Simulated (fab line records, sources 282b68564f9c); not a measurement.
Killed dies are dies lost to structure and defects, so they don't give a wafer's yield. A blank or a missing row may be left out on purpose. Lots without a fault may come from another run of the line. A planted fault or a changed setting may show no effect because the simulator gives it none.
Which tool did it? | flow rit_cmos | 15 lots, 45 wafers sampled, at 1 step of a route of 202

WHAT THE GAUGES READ, wafer by wafer
The record holds no reading of a measuring or inspecting step that can be judged against a usual standard deviation.

WHICH TOOL RAN EACH LOT (tool, then ch and the chambers of the sampled wafers, then the start)
lot  | RIT_ACTIVE_STRIP_14
L635 | plasma_asher-04 ch 0,1, day 1 17:23
L636 | plasma_asher-01 ch 0,1, day 1 20:19
L637 | plasma_asher-01 ch 0,1, day 2 01:42
L638 | plasma_asher-03 ch 0,1, day 2 06:01
L639 | plasma_asher-01 ch 0,1, day 2 11:15
L641 | plasma_asher-01 ch 0,1, day 2 20:58
L643 | plasma_asher-04 ch 0,1, day 3 07:31
L644 | plasma_asher-01 ch 0,1, day 3 15:02
L646 | plasma_asher-04 ch 0,1, day 3 21:58
L647 | plasma_asher-04 ch 0,1, day 4 02:54
L648 | plasma_asher-01 ch 0,1, day 4 09:53
L650 | plasma_asher-04 ch 0,1, day 4 18:46
L654 | plasma_asher-03 ch 0,1, day 5 13:50
L655 | plasma_asher-01 ch 0,1, day 5 20:01
L656 | plasma_asher-01 ch 0,1, day 6 00:54
- RIT_ACTIVE_STRIP_14: strips in O2, time 180 s.

WHAT THE TOOLS THEMSELVES READ (means of the sampled wafers that have a number; where no wafer has one, the mark that the record gives instead)
RIT_ACTIVE_STRIP_14.
lot  | tool            | chamber_pressure_mTorr (mTorr) | drypump_motor_current_A (A)
L635 | plasma_asher-04 | 4002                           | 5.3
L636 | plasma_asher-01 | 3999                           | 5.8
L637 | plasma_asher-01 | 4001                           | 6.0
L638 | plasma_asher-03 | 4004                           | 5.5
L639 | plasma_asher-01 | 4006                           | 5.8
L641 | plasma_asher-01 | 3996                           | 5.9
L643 | plasma_asher-04 | 4001                           | 5.5
L644 | plasma_asher-01 | 4003                           | 5.8
L646 | plasma_asher-04 | 4536                           | 5.3
L647 | plasma_asher-04 | 4536                           | 5.3
L648 | plasma_asher-01 | 4001                           | 5.9
L650 | plasma_asher-04 | 4270                           | 5.5
L654 | plasma_asher-03 | 4000                           | 5.5
L655 | plasma_asher-01 | 3998                           | 5.8
L656 | plasma_asher-01 | 4000                           | 6.0

THE ANSWER, worked out from the rows above alone
Rule: what is usual is taken from the lots themselves. Put in order of their means at a reading, lots are off if they are a third of the lots or fewer, leave a main group of 4 or more, and stand apart from it by a gap of 3 or more times the standard deviation of the main group's means; of several such gaps the widest counts. A main group whose means are all the same, to the digits that the tables above print for the reading, isn't used. A lot without any number at a reading at which 4 lots or more have one is off too. The other lots that the step has rows for count as sound. The gauges are gone through in route order, then the tools' own readings, and for those a lot's mean is taken as printed above. The first step at which some lot is off is used, and at that step the reading that is off furthest; a lot without a number counts as furthest.
Off: L646, L647, L650, at RIT_ACTIVE_STRIP_14 (chamber_pressure_mTorr). The main group: mean 4001 mTorr, standard deviation 2.6.
A tool fits if, at that step or a process step before it, it ran every lot that is off, and no sound lot after the first of them. One fits: plasma_asher-04 at RIT_ACTIVE_STRIP_14. Its last sound lot is L643 (day 3 07:31), its first lot that is off L646 (day 3 21:58): a fault that began between those two fits.
The tool's own readings at RIT_ACTIVE_STRIP_14 bear it out: on the lots that are off they differ by more than 5 times the standard deviation of the sound lots' means. chamber_pressure_mTorr reads 4447 mTorr there against 4001 mTorr on the sound lots.

WHAT THE SIMULATOR HAD PUT IN
Process parameter drift: plasma_asher-04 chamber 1, from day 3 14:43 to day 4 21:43, at RIT_ACTIVE_STRIP_14. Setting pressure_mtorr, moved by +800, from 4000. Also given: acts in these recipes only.
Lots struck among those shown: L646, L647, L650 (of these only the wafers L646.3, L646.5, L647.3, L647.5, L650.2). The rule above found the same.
